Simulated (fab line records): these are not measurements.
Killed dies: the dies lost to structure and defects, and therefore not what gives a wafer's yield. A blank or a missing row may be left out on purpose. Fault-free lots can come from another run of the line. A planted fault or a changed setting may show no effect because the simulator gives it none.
fab line records | flow rit-cmos
[record] lots = 7 wafers = 21 last-day = 7
route steps=202 shown M1@188
lots that met no fault: from a run of the same line without faults
start-h: the number of hours between the record's first day and the start of the first shown wafer of the lot | wait-h: hours from the lot's prior step to this one | " identical to the entry in the row above | L1.1+2: several wafers, shown together as one row | - no value, or no start was given | * or withheld: withheld | < > ~ a bound
route shown NAME@n: names a module that has steps shown in the file, with the first one's number in the route | usual: average and standard deviation across the fault-free wafers | same: alike in all rows | chamber/n: place in a boat | sites: the reading at each site | _std_site: standard deviation of those values | _edge_site: the outer-site mean with the inner-site mean subtracted | radius-mm: how far each site lies from the wafer's centre | mask NAME#n: copy n | behind: tool/chamber where the wafer was last shaped | hold: the reason the lot was held/the length of the hold in hours/how it ended | device: names the non-switching transistor (n, p or np) | end of line: the route-end tests of the same wafers | where a step has no rows: the recipe by itself | killed: dies that structure and defects cost at the first sort, which is not the same as the wafer's yield | map: a wafer's dies, marking killed ones x, the rest . and places with no die _
set.NAME: the run value of the setting; set.NAME@STEP: its run value at that earlier step | model.NAME: the simulator's own value behind a step, which no gauge read
certain route steps with their lots: each step a table, each wafer a row
services: when a tool's chamber went out of use (start-h, in hours from the record's first day, below 0 if earlier), for how many hours, and the reason
[[steps]]
[step RIT_M1_COAT_04]
[recipe] resist = NOVOLAK spin-rpm = 2000 resist-thk-nm = 1280
[step RIT_M1_SOFTBAKE_05]
[recipe] resist = NOVOLAK temp-c = 90 time-s = 60
[step RIT_M1_EXPOSE_06]
[recipe] mask-id = M12 na = 0.6 source-shape = conventional sigma-outer = 0.5 target-cd-nm = 2600 dose-mj = 250
[step RIT_M1_PEB_07]
[recipe] resist = NOVOLAK temp-c = withheld time-s = withheld
[step RIT_M1_DEVELOP_08]
[recipe] resist = NOVOLAK develop-time-s = 68 dev-temp-c = 23
[step RIT_M1_CD_MEAS_09]
[recipe] target-cd-nm = 2600
[usual] cd-nm = 2600.5/1.9
// columns lot.wafer tool chamber start-h wait-h cd-nm
L856.1 cd-sem-01 - 65.38 - 2599.4
L856.3 " - " " 2600.7
L856.5 " - " " 2600.7
L857.1 cd-sem-02 - 70.65 - 2599.5
L857.4 " - " " 2600.1
L857.6 " - " " 2598.6
L858.2 cd-sem-02 - 77.28 - 2601.8
L858.5 " - " " 2600.1
L858.6 " - " " 2599.3
L861.1 cd-sem-02 - 90.03 - 2598.4
L861.3 " - " " 2598.6
L861.6 " - " " 2598.5
L865.1 cd-sem-01 - 111.00 - 2600.0
L865.2 " - " " 2601.0
L865.3 " - " " 2601.7
L872.1 cd-sem-02 - 152.78 - 2599.2
L872.4 " - " " 2601.3
L872.5 " - " " 2601.6
L871.3 cd-sem-02 - 159.56 - 2598.1
L871.5 " - " " 2597.1
L871.6 " - " " 2598.5
[step RIT_M1_OVL_MEAS_10]
[usual] M1_OVL = 0.7/1.3
// columns lot.wafer tool chamber start-h wait-h M1_OVL[nm]
L856.1 overlay-02 - 65.50 0.1 0.8
L856.3 " - " " -0.7
L856.5 " - " " 0.9
L857.1 overlay-02 - 70.77 0.1 1.0
L857.4 " - " " 0.9
L857.6 " - " " 2.2
L858.2 overlay-02 - 77.38 0.1 3.2
L858.5 " - " " 3.7
L858.6 " - " " 3.0
L861.1 overlay-01 - 90.15 0.1 0.0
L861.3 " - " " 1.5
L861.6 " - " " 0.1
L865.1 overlay-02 - 111.12 0.1 2.6
L865.2 " - " " 0.7
L865.3 " - " " -0.2
L872.1 overlay-01 - 152.90 0.1 0.9
L872.4 " - " " 0.6
L872.5 " - " " 0.6
L871.3 overlay-02 - 159.65 0.1 2.0
L871.5 " - " " 1.0
L871.6 " - " " 1.1
[step RIT_M1_HARDBAKE_11]
[recipe] resist = NOVOLAK temp-c = 140 time-s = 120
[step RIT_M1_METAL_ETCH_12]
[recipe] stop-on = SiO2 chemistry = Cl2/BCl3 target = Al time-s = 165 over-etch-frac = 0.5 pressure-mtorr = 100 target-depth-a = 6000 rf-w = 250 Cl2_flow_sccm = 60 bcl3-flow-sccm = 50
[usual] drypump-motor-current-A = 5.8/0.61 oes-product-au = 0.768/0.011 rf-fwd-power-W = 248.9/0.76 throttle-valve-pct = 8.27/0.081
[same] time-s = 165
// columns lot.wafer tool chamber start-h wait-h drypump-motor-current-A oes-product-au rf-fwd-power-W rf-hours-counter-h throttle-valve-pct
L856.1 rie-metal-04 1 65.78 0.2 5.9 0.775 249.9 2 8.34
L856.3 " 1 " " 5.9 0.782 249.4 - 8.33
L856.5 " 0 " " 5.3 0.762 250.1 - 8.39
L857.1 rie-metal-03 1 71.05 0.2 5.7 0.753 247.6 35 8.17
L857.4 " 0 " " 6.6 0.767 249.4 - 8.21
L857.6 " 1 " " 5.7 0.764 249.7 - 8.17
L858.2 rie-metal-02 0 77.66 0.2 5.1 0.753 249.8 1 8.29
L858.5 " 0 " " 5.1 0.756 248.6 - 8.30
L858.6 " 1 " " 6.7 0.775 247.9 - 8.21
L861.1 rie-metal-02 0 90.44 0.2 5.1 0.754 248.7 1 8.28
L861.3 " 1 " " 6.7 0.771 249.0 - 8.19
L861.6 " 1 " " 6.7 0.772 248.5 - 8.19
L865.1 rie-metal-04 1 111.41 0.2 5.9 0.788 249.4 3 8.33
L865.2 " 0 " " 5.3 0.761 248.8 3 8.38
L865.3 " 0 " " 5.3 0.767 248.7 - 8.39
L872.1 rie-metal-02 1 153.19 0.2 6.7 0.771 248.8 1 8.19
L872.4 " 0 " " 5.2 0.757 248.1 - 8.27
L872.5 " 1 " " 6.7 0.764 248.6 - 8.21
L871.3 rie-metal-04 1 160.00 0.2 5.9 0.771 248.8 - 8.33
L871.5 " 1 " " 5.9 0.777 248.3 - 8.33
L871.6 " 0 " " 5.3 0.762 249.1 - 8.41
[step RIT_M1_STRIP_13]
[recipe] chemistry = nmp resist = NOVOLAK temp-c = 80 time-s = 600 dry = n2-spin
[step RIT_M1_STRIP_14]
[recipe] chemistry = O2 time-s = 180 platen-temp-c = withheld power-w = 500 pressure-mtorr = 4000 o2-flow-sccm = 4000
[usual] drypump-motor-current-A = 5.69/0.28 rf-refl-power-W = 6.7/1.6
[same] time-s = 180
// columns lot.wafer tool chamber start-h wait-h drypump-motor-current-A rf-hours-counter-h rf-refl-power-W
L856.1 plasma-asher-02 1 66.14 0.0 6.01 40 6.9
L856.3 " 0 " " 5.64 - 6.7
L856.5 " 1 " " 6.00 - 7.1
L857.1 plasma-asher-02 0 71.41 0.0 5.69 41 6.9
L857.4 " 1 " " 6.01 - 6.8
L857.6 " 0 " " 5.73 - 7.0
L858.2 plasma-asher-02 0 78.00 0.0 5.67 42 7.2
L858.5 " 0 " " 5.65 - 7.1
L858.6 " 1 " " 6.01 - 6.8
L861.1 plasma-asher-02 1 90.78 0.0 6.01 43 7.0
L861.3 " 0 " " 5.72 - 6.9
L861.6 " 0 " " 5.69 - 6.9
L865.1 plasma-asher-04 0 111.74 0.0 5.86 46 3.7
L865.2 " 1 " " 5.81 46 8.9
L865.3 " 0 " " 5.84 - 3.6
L872.1 plasma-asher-04 0 153.52 0.0 5.87 50 3.5
L872.4 " 1 " " 5.82 - 8.5
L872.5 " 1 " " 5.83 - 8.6
L871.3 plasma-asher-03 0 160.38 0.1 5.27 - 7.0
L871.5 " 0 " " 5.27 - 6.7
L871.6 " 1 " " 5.21 - 7.5
[step RIT_M1_CD_MEAS_90]
[recipe] target-cd-nm = 2600
[usual] cd-nm = 2600.6/2
// columns lot.wafer tool chamber start-h wait-h cd-nm
L856.1 cd-sem-01 - 66.31 0.1 2600.2
L856.3 " - " " 2601.3
L856.5 " - " " 2599.8
L857.1 cd-sem-02 - 71.58 0.1 2599.0
L857.4 " - " " 2601.3
L857.6 " - " " 2598.6
L858.2 cd-sem-01 - 78.19 0.1 2601.4
L858.5 " - " " 2600.3
L858.6 " - " " 2599.3
L861.1 cd-sem-02 - 90.95 0.1 2599.7
L861.3 " - " " 2599.8
L861.6 " - " " 2600.7
L865.1 cd-sem-02 - 111.92 0.1 2601.7
L865.2 " - " " 2600.0
L865.3 " - " " 2601.6
L872.1 cd-sem-02 - 153.70 0.1 2599.2
L872.4 " - " " 2602.0
L872.5 " - " " 2600.8
L871.3 cd-sem-01 - 160.53 0.1 2597.0
L871.5 " - " " 2596.3
L871.6 " - " " 2599.7
[step RIT_M1_ANNEAL_15]
[recipe] temp-c = 450 time-s = 1800 ambient = forming_gas_H2N2
[same] time-s = 1800
// columns lot.wafer tool chamber start-h wait-h
L856.1+3+5 furnace-02 0 66.43 0.1
L857.1+4+6 furnace-02 0 71.70 0.1
L858.2+5+6 furnace-02 0 78.29 0.1
L861.1+3+6 furnace-02 0 91.07 0.1
L865.1+2+3 furnace-02 0 112.04 0.1
L865.1+2+3 furnace-02 0 113.71 0.2
L872.1+4+5 furnace-02 0 153.82 0.1
L872.1+4+5 furnace-02 0 155.48 0.2
L871.3+5+6 furnace-02 0 160.61 0.1
L871.3+5+6 furnace-02 0 162.28 0.2
[step RIT_M1_BOW_MEAS_16]
[recipe] mode = bow
[usual] M1_BOW = 17/6.1
// columns lot.wafer tool chamber start-h wait-h M1_BOW[um]
L856.1 film-metro-02 - 67.93 0.0 20
L856.3 " - " " 4
L856.5 " - " " 23
L857.1 film-metro-03 - 73.20 0.0 25
L857.4 " - " " 3
L857.6 " - " " 17
L858.2 film-metro-02 - 79.81 0.0 15
L858.5 " - " " 11
L858.6 " - " " 17
L861.1 film-metro-04 - 92.57 0.0 25
L861.3 " - " " 14
L861.6 " - " " 16
L865.1 film-metro-02 - 115.21 0.0 13
L865.2 " - " " 12
L865.3 " - " " 14
L872.1 film-metro-04 - 156.98 0.0 6
L872.4 " - " " 14
L872.5 " - " " 22
L871.3 film-metro-02 - 163.82 0.0 20
L871.5 " - " " 20
L871.6 " - " " 18
[step RIT_M1_PROBE_99]
[usual] defect-limited-yield = 97.4/1 killed-at-contacts = 0.1/0.3 killed-at-front-end = 6.7/2.6 killed-dies = 6.8/2.6 killed-open = 3.3/1.7 killed-short = 3.4/2 sort_bin_3_pad_short = 0.1/0.24 sort_bin_5_function = 1.5/0.77 sort_bin_6_memory = 1.0/0.61 sort-n-pass = 257.2/2.6 sort-yield-pct = 97.4/1
[same] gross-dies = 264 killed_at_M0_to_M3 = 0 killed_at_M4_up = 0 killed-at-back-side = 0 killed-at-other = 0
// columns lot.wafer tool chamber start-h wait-h defect-limited-yield[%] killed-at-contacts killed-at-front-end killed-dies killed-open killed-short sort_bin_3_pad_short[%] sort_bin_5_function[%] sort_bin_6_memory[%] sort-n-pass sort-yield-pct[%]
L856.1 prober-02 - 68.05 0.1 95.5 0 12 12 4 8 0 2.7 1.9 252.0 95.5
L856.3 prober-02 - 68.15 0.2 97.3 0 7 7 3 4 0 1.1 1.5 257.0 97.3
L856.5 prober-02 - 68.25 0.2 97.0 0 8 8 5 3 0 1.5 1.5 256.0 97.0
L857.1 prober-01 - 73.32 0.1 97.0 0 8 8 4 4 0.4 1.1 1.5 256.0 97.0
L857.4 prober-01 - 73.47 0.2 95.5 1 11 12 7 5 0.4 2.7 1.5 252.0 95.5
L857.6 prober-01 - 73.57 0.2 97.7 0 6 6 3 3 0 1.5 0.8 258.0 97.7
L858.2 prober-02 - 79.96 0.1 98.5 0 4 4 2 2 0 0.4 1.1 260.0 98.5
L858.5 prober-02 - 80.11 0.2 95.5 0 12 12 7 5 0 1.1 3.4 252.0 95.5
L858.6 prober-02 - 80.16 0.2 98.1 0 5 5 1 4 0 0.8 1.1 259.0 98.1
L861.1 prober-01 - 92.69 0.1 97.0 0 8 8 5 2 0 1.9 1.1 256.0 97.0
L861.3 prober-01 - 92.79 0.2 98.9 0 3 3 0 3 0 0.4 0.8 261.0 98.9
L861.6 prober-01 - 92.94 0.2 98.1 0 5 5 3 2 0 1.5 0.4 259.0 98.1
L865.1 prober-01 - 115.33 0.1 99.2 0 2 2 0 2 0.4 0.4 0 262.0 99.2
L865.2 prober-01 - 115.38 0.1 97.3 1 6 7 3 4 0 2.3 0.4 257.0 97.3
L865.3 prober-01 - 115.43 0.2 97.3 0 7 7 4 3 0 2.3 0.4 257.0 97.3
L872.1 prober-02 - 157.10 0.1 96.6 0 9 9 5 4 0 1.9 1.5 255.0 96.6
L872.4 prober-02 - 157.25 0.2 96.6 0 9 9 4 5 0 1.9 1.5 255.0 96.6
L872.5 prober-02 - 157.30 0.2 98.5 0 4 4 1 3 0 0.8 0.8 260.0 98.5
L871.3 prober-01 - 164.00 0.2 98.1 0 5 5 2 3 0 0.8 1.1 259.0 98.1
L871.5 prober-01 - 164.10 0.2 98.1 0 5 5 2 3 0 1.1 0.8 259.0 98.1
L871.6 prober-01 - 164.15 0.2 98.5 0 4 4 3 1 0 0.8 0.8 260.0 98.5
// killed by level:class
L856.1 GATE:geometric-particle:short=3 SPACER:geometric-particle:short=3 ACTIVE:geometric-particle:open=1 FOX1:geometric-particle:open=1 FOX2:geometric-particle:open=1 FOX2:geometric-particle:short=1 REOX:geometric-particle:short=1 REOX:geometric-particle:open=1
L856.3 GATE:geometric-particle:short=3 FOX2:geometric-particle:open=2 SPACER:geometric-particle:open=1 SILICIDE:geometric-particle:short=1
L856.5 GATE:geometric-particle:short=3 GATE:geometric-particle:open=3 REOX:geometric-particle:open=1 SPACER:geometric-particle:open=1
L857.1 GATE:geometric-particle:short=2 FOX1:geometric-particle:open=1 FOX1:geometric-particle:short=1 GATE:geometric-particle:open=1 REOX:geometric-particle:short=1 REOX:geometric-particle:open=1 SILICIDE:geometric-particle:open=1
L857.4 GATE:geometric-particle:short=3 GATE:geometric-particle:open=3 FOX2:geometric-particle:open=1 REOX:geometric-particle:open=1 REOX:geometric-particle:short=1 SPACER:geometric-particle:open=1 SILICIDE:geometric-particle:short=1 CONTACT:geometric-particle:open=1
L857.6 FOX1:geometric-particle:open=2 FOX1:geometric-particle:short=2 GATE:geometric-particle:short=1 GATE:geometric-particle:open=1
L858.2 FOX2:geometric-particle:open=2 SPACER:geometric-particle:short=2
L858.5 GATE:geometric-particle:open=4 GATE:geometric-particle:short=2 SILICIDE:geometric-particle:short=2 ACTIVE:geometric-particle:open=1 FOX1:geometric-particle:open=1 REOX:geometric-particle:open=1 SPACER:geometric-particle:short=1
L858.6 GATE:geometric-particle:short=2 SPACER:geometric-particle:short=1 REOX:geometric-particle:open=1 SILICIDE:geometric-particle:short=1
L861.1 SILICIDE:geometric-particle:open=2 ACTIVE:geometric-particle:open=1 FOX1:geometric-particle:open=1 FOX1:geometric-particle:short=1 GATE:geometric-particle:short=1 SPACER:geometric-particle:open=1 NWELL:coat-microbubble-printed=1
L861.3 FOX2:geometric-particle:short=1 REOX:geometric-particle:short=1 SPACER:geometric-particle:short=1
L861.6 FOX1:geometric-particle:short=2 GATE:geometric-particle:open=2 FOX2:geometric-particle:open=1
L865.1 FOX1:geometric-particle:short=2
L865.2 FOX1:geometric-particle:short=1 GATE:geometric-particle:open=1 GATE:geometric-particle:short=1 REOX:geometric-particle:short=1 REOX:geometric-particle:open=1 SPACER:geometric-particle:short=1 CONTACT:geometric-particle:open=1
L865.3 GATE:geometric-particle:open=3 GATE:geometric-particle:short=1 REOX:geometric-particle:short=1 SPACER:geometric-particle:open=1 SPACER:geometric-particle:short=1
L872.1 GATE:geometric-particle:open=3 GATE:geometric-particle:short=3 FOX1:geometric-particle:short=1 FOX2:geometric-particle:open=1 SPACER:geometric-particle:open=1
L872.4 FOX2:geometric-particle:short=2 GATE:geometric-particle:short=2 SILICIDE:geometric-particle:open=2 FOX1:geometric-particle:open=1 GATE:geometric-particle:open=1 SPACER:geometric-particle:short=1
L872.5 GATE:geometric-particle:short=1 GATE:geometric-particle:open=1 REOX:geometric-particle:short=1 SILICIDE:geometric-particle:short=1
L871.3 GATE:geometric-particle:short=3 GATE:geometric-particle:open=1 SPACER:geometric-particle:open=1
L871.5 GATE:geometric-particle:short=2 FOX1:geometric-particle:short=1 GATE:geometric-particle:open=1 SPACER:geometric-particle:open=1
L871.6 FOX1:geometric-particle:open=2 GATE:geometric-particle:open=1 GATE:geometric-particle:short=1
[[services]]
// columns tool chamber start-h hours kind
rie-metal-03 - 56.12 1.0 repair
plasma-asher-04 - 62.96 15.9 pm
plasma-asher-02 - 67.06 1.2 repair
rie-metal-04 - 85.24 4.0 pm
rie-metal-04 1 93.45 13.3 repair
rie-metal-02 1 101.43 8.8 repair
plasma-asher-03 - 107.08 5.2 repair
plasma-asher-03 - 112.27 9.0 pm
plasma-asher-03 0 112.27 9.0 vent-cycle
plasma-asher-03 1 112.27 9.0 vent-cycle
plasma-asher-03 0 121.27 - clean
plasma-asher-03 1 121.27 - clean
rie-metal-03 - 136.12 20.0 pm
rie-metal-03 0 136.12 20.0 vent-cycle
rie-metal-03 1 136.12 20.0 vent-cycle
rie-metal-03 0 156.12 - clean
rie-metal-03 1 156.12 - clean
[[key]]
[first-sign] step = RIT_M1_ANNEAL_15 reading = visit direction = added
effect none on later readings
met-at RIT_M1_ANNEAL_15
struck-wafers L865.1,L865.2,L865.3,L871.3,L871.5,L871.6,L872.1,L872.4,L872.5
[fault] kind = repeated-step-whole tool = furnace-02 chamber = - onset-h = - steps = RIT_M1_ANNEAL_15 times = 1 scope = struck-lots-only
